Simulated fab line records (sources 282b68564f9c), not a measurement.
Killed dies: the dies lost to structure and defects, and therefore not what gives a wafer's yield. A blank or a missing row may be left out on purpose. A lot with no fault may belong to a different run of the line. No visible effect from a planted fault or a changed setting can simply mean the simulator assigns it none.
Check for tools in common ; flow rit_cmos ; 14 lots and 42 wafers in the sample

WHY THIS WAS OPENED
Of 14 lots, 2 have the reading PLDD_TW flagged at RIT_PLDD_TW_MEAS_10. Fault-free wafers read 2343, with a standard deviation of 20.
Rule: a lot is flagged when every wafer of it that has a number lies more than 4 standard deviations from that mean, or none has a number. The rest of the lots are taken to be sound.

lot;measured;on;PLDD_TW, wafer by wafer;flag
L902;day 2 20:28;film_metro-01;2340 2329 2322;
L903;day 3 04:42;film_metro-01;2322 2319 2322;
L906;day 3 16:33;film_metro-02;2331 2354 2360;
L908;day 4 06:00;film_metro-02;2353 2365 2352;
L911;day 4 17:47;film_metro-02;2360 2366 2376;
L914;day 5 08:10;film_metro-01;2309 2311 2310;
L916;day 5 17:47;film_metro-03;2621 2616 2622;FLAGGED
L917;day 5 22:21;film_metro-02;2352 2353 2372;
L918;day 6 04:35;film_metro-03;2641 2654 2649;FLAGGED
L920;day 6 12:49;film_metro-02;2362 2342 2348;
L921;day 6 19:56;film_metro-01;2341 2335 2340;
L922;day 7 00:32;film_metro-03;2346 2372 2360;
L923;day 7 05:13;film_metro-02;2331 2341 2328;
L925;day 7 15:14;film_metro-01;2313 2298 2310;
The numbers of the flagged lots are 2634 on average: +291 against the usual, or +15 standard deviations.

WHICH TOOL RAN EACH LOT
Before the reading, the record contains 2 process steps out of a 202-step route. Each cell gives the tool, then ch followed by the chambers the sampled wafers passed through, then the start.
lot;flag;RIT_PRETRO_STRIP_09;RIT_PLDD_IMPLANT_08
L902;;plasma_asher-03 ch 0,1, day 2 08:08;implanter-01 ch 0, day 2 20:08
L903;;plasma_asher-03 ch 0,1, day 2 14:26;implanter-03 ch 0, day 3 04:23
L906;;plasma_asher-03 ch 0,1, day 3 04:39;implanter-03 ch 0, day 3 16:13
L908;;plasma_asher-01 ch 0,1, day 3 17:50;implanter-03 ch 0, day 4 05:41
L911;;plasma_asher-02 ch 0,1, day 4 05:01;implanter-03 ch 0, day 4 17:28
L914;;plasma_asher-02 ch 0,1, day 4 19:27;implanter-01 ch 0, day 5 07:50
L916;FLAGGED;plasma_asher-02 ch 0,1, day 5 05:52;implanter-03 ch 0, day 5 17:29
L917;;plasma_asher-01 ch 0,1, day 5 10:01;implanter-01 ch 0, day 5 22:01
L918;FLAGGED;plasma_asher-01 ch 0,1, day 5 16:45;implanter-03 ch 0, day 6 04:16
L920;;plasma_asher-03 ch 0,1, day 6 01:00;implanter-01 ch 0, day 6 12:29
L921;;plasma_asher-03 ch 0,1, day 6 07:43;implanter-02 ch 0, day 6 19:37
L922;;plasma_asher-02 ch 0,1, day 6 11:40;implanter-02 ch 0, day 7 00:14
L923;;plasma_asher-02 ch 0,1, day 6 17:32;implanter-02 ch 0, day 7 04:53
L925;;plasma_asher-03 ch 0,1, day 7 02:07;implanter-01 ch 0, day 7 14:54
What the steps here do:
- RIT_PRETRO_STRIP_09: strips in O2, time 180 s.
- RIT_PLDD_IMPLANT_08
- RIT_PLDD_TW_MEAS_10

FLAGGED AGAINST TOTAL, ONE TOOL AT A TIME (gauges that did the reading follow at the end)
step;tool;lots run;flagged;share of the flagged lots;sound lots run after its first flagged lot
RIT_PRETRO_STRIP_09;plasma_asher-01;3;1;some;0
RIT_PRETRO_STRIP_09;plasma_asher-02;5;1;some;2 (L922,L923)
RIT_PRETRO_STRIP_09;plasma_asher-03;6;0;none;-
RIT_PLDD_IMPLANT_08;implanter-01;5;0;none;-
RIT_PLDD_IMPLANT_08;implanter-02;3;0;none;-
RIT_PLDD_IMPLANT_08;implanter-03;6;2;all;0
RIT_PLDD_TW_MEAS_10;film_metro-01;5;0;none;-
RIT_PLDD_TW_MEAS_10;film_metro-02;6;0;none;-
RIT_PLDD_TW_MEAS_10;film_metro-03;3;2;all;1 (L922)

WHAT THE TABLE ALLOWS
In 2 table rows, all flagged lots were run: implanter-03 (RIT_PLDD_IMPLANT_08), film_metro-03 (RIT_PLDD_TW_MEAS_10).
- implanter-03 at RIT_PLDD_IMPLANT_08: 2 of its 6 lots flagged. Its last sound lot is L911 (day 4 17:28), its first flagged lot L916 (day 5 17:29): a fault that began between those two fits. Its own readings (dose_ions_cm2, faraday_current_uA) fall more than 4 standard deviations out on all wafers of the flagged lots.
- film_metro-03 at RIT_PLDD_TW_MEAS_10: 2 of its 3 lots flagged. Sound lots ran on it after the first flagged one (L922), which a lasting fault on the whole tool wouldn't allow.
One tool is left: implanter-03 at RIT_PLDD_IMPLANT_08.

WHAT HAD BEEN PUT IN BY THE SIMULATOR
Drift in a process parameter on implanter-03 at RIT_PLDD_IMPLANT_08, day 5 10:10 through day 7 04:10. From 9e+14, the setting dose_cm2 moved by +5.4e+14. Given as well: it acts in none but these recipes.
Struck lots among those shown: L916, L918. This agrees with what the rule above found.
